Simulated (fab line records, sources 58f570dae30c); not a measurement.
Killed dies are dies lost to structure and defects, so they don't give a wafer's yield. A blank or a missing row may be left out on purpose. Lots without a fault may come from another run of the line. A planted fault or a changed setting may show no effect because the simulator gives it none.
Which tool did it? | flow berkeley_cmos170 | 13 lots, 39 wafers sampled, at 2 steps of a route of 331

WHAT THE GAUGES READ, wafer by wafer
UCB170_V1_THK_MEAS_01.
lot  | measured     | on            | V1_TEOS_THK (nm)
L727 | day 7 22:14  | film_metro-04 | 1994 2007 2031
L730 | day 8 18:14  | film_metro-04 | 2001 2035 2016
L729 | day 8 19:34  | film_metro-04 | 1989 2025 2011
L731 | day 8 19:34  | film_metro-02 | 1997 2003 2019
L732 | day 8 19:34  | film_metro-01 | 2034 2007 2043
L728 | day 8 20:55  | film_metro-01 | 2019 2020 2000
L735 | day 9 19:07  | film_metro-01 | 1985 1982 2000
L740 | day 10 04:14 | film_metro-02 | 1972 1978 1444
L742 | day 10 22:32 | film_metro-01 | 2004 2034 1986
L743 | day 11 13:04 | film_metro-04 | 2008 2025 2027
L746 | day 12 08:11 | film_metro-02 | 2026 2035 2039
L748 | day 12 19:08 | film_metro-01 | 1972 1996 2021
L749 | day 12 19:08 | film_metro-02 | 1994 2013 2015

WHICH TOOL RAN EACH LOT (tool, then ch and the chambers of the sampled wafers, then the start)
lot  | UCB170_V1_CVD_00
L727 | pecvd-01 ch 0,1, day 7 22:04
L730 | pecvd-02 ch 0,1,2, day 8 18:04
L729 | pecvd-01 ch 0,2, day 8 19:24
L731 | pecvd-02 ch 0,1,2, day 8 19:24
L732 | pecvd-04 ch 0,2, day 8 19:24
L728 | pecvd-02 ch 0,1,2, day 8 20:49
L735 | pecvd-04 ch 0,1, day 9 18:56
L740 | pecvd-02 ch 0,1,2, day 10 04:01
L742 | pecvd-04 ch 0,2, day 10 22:22
L743 | pecvd-01 ch 1,2, day 11 12:49
L746 | pecvd-01 ch 1,2, day 12 07:59
L748 | pecvd-01 ch 0,1, day 12 18:58
L749 | pecvd-04 ch 1,2, day 12 18:58
- UCB170_V1_CVD_00: deposits SiO2 from TEOS/O2, target thk 2000 nm, time 250 s.

WHAT THE TOOLS THEMSELVES READ (means of the sampled wafers that have a number; where no wafer has one, the mark that the record gives instead)
UCB170_V1_CVD_00.
lot  | tool     | heater_power_w (W) | pressure_mtorr (mTorr) | run_length_s (s)
L727 | pecvd-01 | 290                | 9017                   | 277.5
L730 | pecvd-02 | 243                | 8996                   | 277.8
L729 | pecvd-01 | 232                | 8991                   | 278.0
L731 | pecvd-02 | 222                | 8988                   | 277.5
L732 | pecvd-04 | 250                | 9008                   | 277.6
L728 | pecvd-02 | 224                | 9002                   | 277.6
L735 | pecvd-04 | 185                | 8991                   | 277.8
L740 | pecvd-02 | 230                | 8996                   | 254.2
L742 | pecvd-04 | 227                | 9011                   | 278.0
L743 | pecvd-01 | 229                | 9004                   | 278.0
L746 | pecvd-01 | 269                | 9021                   | 278.6
L748 | pecvd-01 | 277                | 9001                   | 277.7
L749 | pecvd-04 | 217                | 9000                   | 277.8

THE ANSWER, worked out from the rows above alone
Rule: what is usual is taken from the lots themselves. Put in order of their means at a reading, lots are off if they are a third of the lots or fewer, leave a main group of 4 or more, and stand apart from it by a gap of 3 or more times the standard deviation of the main group's means; of several such gaps the widest counts. A main group whose means are all the same, to the digits that the tables above print for the reading, isn't used. A lot without any number at a reading at which 4 lots or more have one is off too. The other lots that the step has rows for count as sound. The gauges are gone through in route order, then the tools' own readings, and for those a lot's mean is taken as printed above. The first step at which some lot is off is used, and at that step the reading that is off furthest; a lot without a number counts as furthest.
Off: L740, at UCB170_V1_THK_MEAS_01 (V1_TEOS_THK). The main group: mean 2011 nm, standard deviation 12.
A tool fits if, at a process step before that reading, it ran every lot that is off, and no sound lot after the first of them. The gauges at UCB170_V1_THK_MEAS_01 aren't tried: what is off there is off at UCB170_V1_CVD_00 too, on other tools, and a gauge's error can't cause that. One fits: pecvd-02 at UCB170_V1_CVD_00. Its last sound lot is L728 (day 8 20:49), its first lot that is off L740 (day 10 04:01): a fault that began between those two fits.
The tool's own readings at UCB170_V1_CVD_00 bear it out: on the lots that are off they differ by more than 5 times the standard deviation of the sound lots' means. run_length_s reads 254.2 s there against 277.8 s on the sound lots.

WHAT THE SIMULATOR HAD PUT IN
Process parameter drift: pecvd-02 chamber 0, from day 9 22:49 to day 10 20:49, at UCB170_V1_CVD_00. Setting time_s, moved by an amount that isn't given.
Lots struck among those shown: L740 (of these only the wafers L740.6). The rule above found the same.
